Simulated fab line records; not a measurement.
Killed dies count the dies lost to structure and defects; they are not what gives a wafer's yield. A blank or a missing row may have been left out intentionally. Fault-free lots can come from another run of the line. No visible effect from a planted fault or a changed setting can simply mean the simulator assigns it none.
The tool behind it: which one? ; flow berkeley cmos170 ; 45 wafers from 15 lots sampled at 2 of the route's 331 steps

## WHAT EACH GAUGE READ, for each wafer
UCB170_PWELL_THK_MEAS_03.
lot;measured;on;PWELL_OXIDE_THK (nm)
L867;day 3 04:35;film metro-03;26.9 26.9 26.4
L868;day 3 04:39;film metro-03;26.0 26.5 26.1
L869;day 3 13:14;film metro-03;27.6 27.2 27.3
L870;day 3 21:13;film metro-02;26.3 26.3 26.4
L872;day 4 07:55;film metro-04;26.4 26.1 26.5
L873;day 4 07:58;film metro-03;26.3 26.6 26.5
L875;day 4 17:18;film metro-03;25.9 26.3 25.8
L876;day 5 06:53;film metro-02;26.1 26.4 26.1
L877;day 5 06:55;film metro-04;25.9 25.4 25.9
L878;day 5 15:19;film metro-04;25.9 26.1 26.5
L881;day 6 09:43;film metro-02;26.2 26.6 26.3
L884;day 6 21:58;film metro-03;26.9 26.4 26.4
L885;day 7 08:52;film metro-04;25.9 25.7 26.2
L887;day 7 08:52;film metro-03;25.8 25.5 26.0
L889;day 7 14:05;film metro-03;26.4 26.8 27.0

UCB170_PWELL_OVL_MEAS_13.
lot;measured;on;PWELL_OVL (nm)
L867;day 3 13:09;overlay-02;1 4 -3
L868;day 3 13:26;overlay-02;-11 -18 -18
L869;day 3 23:23;overlay-01;3 6 0
L870;day 4 06:16;overlay-02;-10 -3 -3
L872;day 4 16:23;overlay-02;-9 -10 5
L873;day 4 16:40;overlay-01;5 4 6
L875;day 5 04:28;overlay-02;-3 -3 -10
L876;day 5 17:55;overlay-02;3 3 0
L877;day 5 18:07;overlay-01;5 4 -1
L878;day 6 02:31;overlay-02;-10 -4 1
L881;day 6 21:00;overlay-01;3 -5 -12
L884;day 7 05:32;overlay-02;-3 0 5
L885;day 7 17:46;overlay-01;-12 -7 -13
L887;day 7 17:53;overlay-02;0 -4 -2
L889;day 8 00:16;overlay-01;-2 -6 8

## WHAT TOOL EACH LOT RAN ON (gives the tool, then ch and the chambers of the sampled wafers, and finally the start)
The record holds no process step before these readings.

## AS READ BY THE TOOLS THEMSELVES (means over the sampled wafers that have a number; for cases with no such wafer, the mark the record gives instead)
The record holds no such reading with a usual standard deviation.

## THE ANSWER, worked out from the rows above alone
Rule: the lots themselves supply what counts as usual. Put in order of their means at a reading, lots are off if they are a third of the lots or fewer, leave a main group of 4 or more, and stand apart from it by a gap of 3 or more times the standard deviation of the main group's means; of several such gaps the widest counts. If all means in a main group match to the digits the tables above print for the reading, that group is not used. Also off: a lot with no number at a reading for which 4 or more lots have one. The other lots that the step has rows for count as sound. Order of review: gauges by route order, followed by the tools' own readings, for which a lot's mean as printed above is used. The first step at which some lot is off is used, and at that step the reading that is off furthest; a lot without a number counts as furthest.
Across all readings shown, no lot is off: no conclusion can be drawn from this.

## WHAT HAD BEEN PUT IN BY THE SIMULATOR
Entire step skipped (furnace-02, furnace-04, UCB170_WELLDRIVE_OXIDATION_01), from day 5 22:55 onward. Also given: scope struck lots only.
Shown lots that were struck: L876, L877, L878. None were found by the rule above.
